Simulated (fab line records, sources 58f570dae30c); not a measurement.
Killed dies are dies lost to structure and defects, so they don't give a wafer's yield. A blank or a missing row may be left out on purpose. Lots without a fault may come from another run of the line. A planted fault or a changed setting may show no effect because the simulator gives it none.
Tool commonality check | flow berkeley_cmos170 | 16 lots, 48 wafers sampled

WHY IT WAS OPENED
At UCB170_ACTIVE_THK_MEAS_06 the reading ACTIVE_NITRIDE_THK is flagged on 4 of 16 lots. Wafers without a fault read 219.5 nm, standard deviation 1.9.
Rule: a lot is flagged when every wafer of it that has a number lies more than 4 standard deviations from that mean, or none has a number. The other lots count as sound.

lot  | measured    | on            | ACTIVE_NITRIDE_THK (nm), wafer by wafer | flag
L186 | day 5 05:37 | film_metro-02 | 221.4 223.1 220.5                       |
L187 | day 5 05:38 | film_metro-03 | 219.8 218.4 219.5                       |
L189 | day 5 14:12 | film_metro-01 | 218.7 216.5 218.8                       |
L188 | day 5 14:13 | film_metro-02 | 219.0 219.2 220.3                       |
L190 | day 5 22:31 | film_metro-01 | 177.2 177.0 178.0                       | FLAGGED
L192 | day 6 07:59 | film_metro-01 | 173.3 176.9 174.3                       | FLAGGED
L194 | day 6 16:47 | film_metro-03 | 177.8 177.8 179.0                       | FLAGGED
L193 | day 6 16:49 | film_metro-01 | 178.0 175.7 176.8                       | FLAGGED
L200 | day 7 19:41 | film_metro-02 | 221.7 221.7 219.0                       |
L201 | day 8 02:37 | film_metro-03 | 218.8 221.1 219.9                       |
L204 | day 8 02:37 | film_metro-01 | 220.2 219.9 219.5                       |
L202 | day 8 02:41 | film_metro-01 | 217.5 216.4 218.3                       |
L205 | day 9 00:05 | film_metro-01 | 219.5 218.7 220.5                       |
L208 | day 9 07:02 | film_metro-02 | 222.3 222.4 220.3                       |
L207 | day 9 07:06 | film_metro-02 | 219.9 223.6 224.1                       |
L209 | day 9 07:07 | film_metro-03 | 217.1 217.7 218.9                       |
The numbers of the flagged lots are 176.8 nm on average: -42.7 nm against the usual, or -22 standard deviations.

WHICH TOOL RAN EACH LOT
The record holds 1 process step before the reading, out of a route of 331 steps. In each cell: the tool, then ch and the chambers that the sampled wafers went through, then the start.
lot  | flag    | UCB170_ACTIVE_CVD_05
L186 |         | lpcvd-02 ch 1, day 5 03:41
L187 |         | lpcvd-02 ch 1, day 5 03:41
L189 |         | lpcvd-02 ch 0, day 5 12:17
L188 |         | lpcvd-02 ch 0, day 5 12:17
L190 | FLAGGED | lpcvd-02 ch 0, day 5 20:36
L192 | FLAGGED | lpcvd-02 ch 0, day 6 06:03
L194 | FLAGGED | lpcvd-02 ch 0, day 6 14:52
L193 | FLAGGED | lpcvd-02 ch 0, day 6 14:52
L200 |         | lpcvd-02 ch 1, day 7 17:45
L201 |         | lpcvd-02 ch 1, day 8 00:41
L204 |         | lpcvd-02 ch 1, day 8 00:41
L202 |         | lpcvd-02 ch 1, day 8 00:41
L205 |         | lpcvd-02 ch 1, day 8 21:12
L208 |         | lpcvd-01 ch 0, day 9 05:07
L207 |         | lpcvd-01 ch 0, day 9 05:07
L209 |         | lpcvd-01 ch 0, day 9 05:07
What these steps do:
- UCB170_ACTIVE_CVD_05: deposits Si3N4 from SiH2Cl2/NH3, target thk 220 nm, time 3300 s.
- UCB170_ACTIVE_THK_MEAS_06

FLAGGED OVER TOTAL, TOOL BY TOOL (the gauges that took the reading come last)
step                      | tool          | lots run | flagged | share of the flagged lots | sound lots run after its first flagged lot
UCB170_ACTIVE_CVD_05      | lpcvd-01      | 3        | 0       | none                      | -
UCB170_ACTIVE_CVD_05      | lpcvd-02      | 13       | 4       | all                       | 5 (L200,L201,L202,L204,L205)
UCB170_ACTIVE_THK_MEAS_06 | film_metro-01 | 7        | 3       | some                      | 3 (L204,L202,L205)
UCB170_ACTIVE_THK_MEAS_06 | film_metro-02 | 5        | 0       | none                      | -
UCB170_ACTIVE_THK_MEAS_06 | film_metro-03 | 4        | 1       | some                      | 2 (L201,L209)

WHAT THE TABLE ALLOWS
1 row of the table ran every flagged lot: lpcvd-02 at UCB170_ACTIVE_CVD_05.
- lpcvd-02 at UCB170_ACTIVE_CVD_05: 4 of its 13 lots flagged. Sound lots ran on it after the first flagged one (L200, L201, L202, L204, L205), which a lasting fault on the whole tool wouldn't allow.
No row of the table ran every flagged lot and no sound lot after the first.

WHAT THE SIMULATOR HAD PUT IN
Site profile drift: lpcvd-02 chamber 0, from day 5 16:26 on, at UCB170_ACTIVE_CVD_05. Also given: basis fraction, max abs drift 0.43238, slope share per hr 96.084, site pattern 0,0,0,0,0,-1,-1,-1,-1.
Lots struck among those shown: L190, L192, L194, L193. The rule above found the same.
